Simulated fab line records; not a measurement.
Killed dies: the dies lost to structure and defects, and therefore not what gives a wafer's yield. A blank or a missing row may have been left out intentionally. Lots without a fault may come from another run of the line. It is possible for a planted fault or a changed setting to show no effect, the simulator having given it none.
Lot-split experiment	flow berkeleyCmos170	23 wafers read from 5 lots, route of 331 steps

== ABOUT THE SPLIT ==
At UCB170_V1_ETCH_14 (etches SiO2 in CHF3/CF4/Ar, stops on Al, target depth 1250 nm, time 291 s), the setting timeS was moved away from the recipe's 291 s on 6 of the 23 wafers read, by -12.1% to +8.5%. All remaining wafers had this setting at the recipe value.

The split's own step is where the reading is taken.

== THE READING ==
KrF_of_V1_COAT_07.thkNm (the simulator's own value, which no gauge read), in nm, at UCB170_V1_ETCH_14 (etches SiO2 in CHF3/CF4/Ar, stops on Al, target depth 1250 nm, time 291 s). No usual value for it is given in the file. Average 612.0 nm, standard deviation 3.2 nm, over the 17 wafers here run with the recipe.

wafer	tool, chamber at the split	timeS as run, s	against the recipe	KrF_of_V1_COAT_07.thkNm, nm	against lot-mates on the recipe
L077.1	rieDiel-03, 2	315.6	+8.5%	591.2	-18.8
L077.2	rieDiel-03, 3	315.6	+8.5%	587.8	-22.2
L077.3	rieDiel-03, 0	291	recipe	607.7	-
L077.5	rieDiel-03, 3	291	recipe	612.2	-
L077.6	rieDiel-03, 2	315.6	+8.5%	594.1	-15.9
L079.1	rieDiel-03, 2	255.9	-12.1%	649.1	+31.4
L079.2	rieDiel-03, 1	291	recipe	617.6	-
L079.3	rieDiel-03, 3	291	recipe	617.8	-
L079.5	rieDiel-03, 0	255.9	-12.1%	643.3	+25.6
L079.6	rieDiel-03, 3	255.9	-12.1%	650	+32.3
L080.1	rieDiel-03, 2	291	recipe	613.1	-
L080.2	rieDiel-03, 1	291	recipe	616.5	-
L080.3	rieDiel-03, 0	291	recipe	611.4	-
L080.5	rieDiel-03, 2	291	recipe	608.9	-
L080.6	rieDiel-03, 1	291	recipe	614.4	-
L085.2	rieDiel-03, 0	291	recipe	611.3	-
L085.5	rieDiel-03, 2	291	recipe	609.7	-
L085.6	rieDiel-03, 1	291	recipe	611.9	-
L084.1	rieDiel-01, 1	291	recipe	607.3	-
L084.3	rieDiel-01, 1	291	recipe	609.9	-
L084.4	rieDiel-01, 0	291	recipe	609.5	-
L084.5	rieDiel-01, 1	291	recipe	610	-
L084.6	rieDiel-01, 0	291	recipe	614.9	-

FIT RESULTS
A straight line over all 23 wafers: KrF_of_V1_COAT_07.thkNm changes by -2.78 nm for each +1% of timeS; r = -0.98; the points scatter about the line by 3.4 nm.
The same after taking each lot's own level away (the mean of its wafers on the recipe; 23 wafers): -2.39 nm for each +1%; r = -0.98; scatter 2.5 nm.
According to that fit, moving timeS by its largest amount changes the reading by 29 nm.
The span of the lots' own levels, 609.95 to 617.70 nm, comes to 2.4 times the standard deviation stated above.
So the slope is not independent of the lot-to-lot level: the two fits are not the same.
Check: with one of the wafers moved furthest among these (-12.1%) left out of the fit, the line predicts +28.3 nm for it against its lot-mates. It came out at +31.4 nm against them.

== FURTHER SPLITS ON THESE WAFERS ==
These wafers also went through other splits before the reading. Each is held against what the fit with the lots' levels taken away leaves over:
other split on the same wafers	wafers away from the commonest value	r with KrF_of_V1_COAT_07.thkNm (lot level and that fit taken away)
UCB170_NSD_EXPOSE_03 doseMj	7	-0.16
UCB170_CONTACT_CVD_01 sih4FlowSccm	18	+0.07
UCB170_CONTACT_ETCH_17 sourceW	7	+0.05
UCB170_M1_SPUTTER_00 timeS	9	-0.02

== THE WHOLE CHAIN: every reading that the file lists as answering this split, in the file's order ==
step	what it does	reading	change (the file's fit)	r (the file's)
UCB170_V1_ETCH_14	etches SiO2 in CHF3/CF4/Ar, stops on Al, target depth 1250 nm, time 291 s	KrF_of_V1_COAT_07.thkNm (the simulator's own value, which no gauge read)	-2.39 nm for each +1% of the setting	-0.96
UCB170_V1_STRIP_15	strips in O2	stripTimeToEndpointS	withheld for each +1% of the setting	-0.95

== THE FILE'S OWN FIT ==
KrF_of_V1_COAT_07.thkNm changes by -2.39 nm for each +1% of timeS, r = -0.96.
